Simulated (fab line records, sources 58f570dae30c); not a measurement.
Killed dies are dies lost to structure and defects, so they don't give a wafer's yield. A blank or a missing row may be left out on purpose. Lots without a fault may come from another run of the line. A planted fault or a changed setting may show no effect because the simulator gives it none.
Split-lot experiment | flow berkeley_cmos170 | 5 lots, 23 wafers read, on a route of 331 steps

THE SPLIT
At UCB170_M3_COAT_10 (resist thk 900 nm), the setting spin_rpm was moved away from the recipe's 1500 rpm on 6 of the 23 wafers read, by -2.3% to +3.4%. The other wafers ran this setting at the recipe's value.

The reading is taken at the split's own step.

THE READING
KrF_of_M3_COAT_10.thk_nm (the simulator's own value, which no gauge read), in nm, at UCB170_M3_COAT_10 (resist thk 900 nm). The file gives no usual value for it. The 17 wafers here that ran the recipe average 901.5 nm, standard deviation 2.8 nm.

wafer  | tool, chamber at the split | spin_rpm as run, rpm | against the recipe | KrF_of_M3_COAT_10.thk_nm, nm | against lot-mates on the recipe
L074.1 | litho_track-01, 0          | 1500                 | recipe             | 901                          | -
L074.3 | litho_track-01, 0          | 1500                 | recipe             | 897.4                        | -
L074.4 | litho_track-01, 0          | 1500                 | recipe             | 900.1                        | -
L074.5 | litho_track-01, 0          | 1500                 | recipe             | 898                          | -
L074.6 | litho_track-01, 0          | 1500                 | recipe             | 898.2                        | -
L076.1 | litho_track-04, 0          | 1500                 | recipe             | 900.8                        | -
L076.2 | litho_track-04, 0          | 1500                 | recipe             | 899.6                        | -
L076.3 | litho_track-04, 0          | 1500                 | recipe             | 899.3                        | -
L077.1 | litho_track-02, 0          | 1466                 | -2.3%              | 911.4                        | +9.5
L077.2 | litho_track-02, 0          | 1500                 | recipe             | 902.7                        | -
L077.4 | litho_track-02, 0          | 1466                 | -2.3%              | 911.1                        | +9.2
L077.5 | litho_track-02, 0          | 1500                 | recipe             | 902.4                        | -
L077.6 | litho_track-02, 0          | 1500                 | recipe             | 900.6                        | -
L079.1 | litho_track-01, 0          | 1551                 | +3.4%              | 888.6                        | -13.4
L079.2 | litho_track-01, 0          | 1500                 | recipe             | 902.3                        | -
L079.4 | litho_track-01, 0          | 1500                 | recipe             | 902.2                        | -
L079.5 | litho_track-01, 0          | 1551                 | +3.4%              | 886.7                        | -15.3
L079.6 | litho_track-01, 0          | 1500                 | recipe             | 901.4                        | -
L083.1 | litho_track-02, 0          | 1500                 | recipe             | 905.9                        | -
L083.2 | litho_track-02, 0          | 1533                 | +2.2%              | 895.4                        | -10.9
L083.3 | litho_track-02, 0          | 1500                 | recipe             | 905.3                        | -
L083.5 | litho_track-02, 0          | 1533                 | +2.2%              | 893.8                        | -12.5
L083.6 | litho_track-02, 0          | 1500                 | recipe             | 907.8                        | -

THE FIT
A straight line over all 23 wafers: KrF_of_M3_COAT_10.thk_nm changes by -3.94 nm for each +1% of spin_rpm; r = -0.91; the points scatter about the line by 2.6 nm.
The same after taking each lot's own level away (the mean of its wafers on the recipe; 23 wafers): -4.42 nm for each +1%; r = -0.98; scatter 1.2 nm.
On that fit, the largest move of spin_rpm shifts the reading by 15 nm.
The lots' own levels span 898.94 to 906.33 nm, that is 2.7 times the standard deviation above.
So the lot-to-lot level changes the slope: the two fits differ.
Check: with one of the wafers moved furthest among these (+3.4%) left out of the fit, the line predicts -15.9 nm for it against its lot-mates. It came out at -13.4 nm against them.

OTHER SPLITS ON THESE WAFERS
These wafers also went through other splits before the reading. Each is held against what the fit with the lots' levels taken away leaves over:
other split on the same wafers  | wafers away from the commonest value | r with KrF_of_M3_COAT_10.thk_nm (lot level and that fit taken away)
UCB170_M1_SPUTTER_00 time_s     | 5                                    | -0.38
UCB170_M2_SPUTTER_01 power_w    | 8                                    | +0.03
UCB170_M2_METAL_ETCH_18 icp_w   | 7                                    | +0.23
UCB170_V2_COAT_07 resist_thk_nm | 3                                    | +0.04
UCB170_V2_ETCH_14 time_s        | 8                                    | -0.09

THE FILE'S OWN FIT
KrF_of_M3_COAT_10.thk_nm changes by -4.44 nm for each +1% of spin_rpm, r = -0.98.
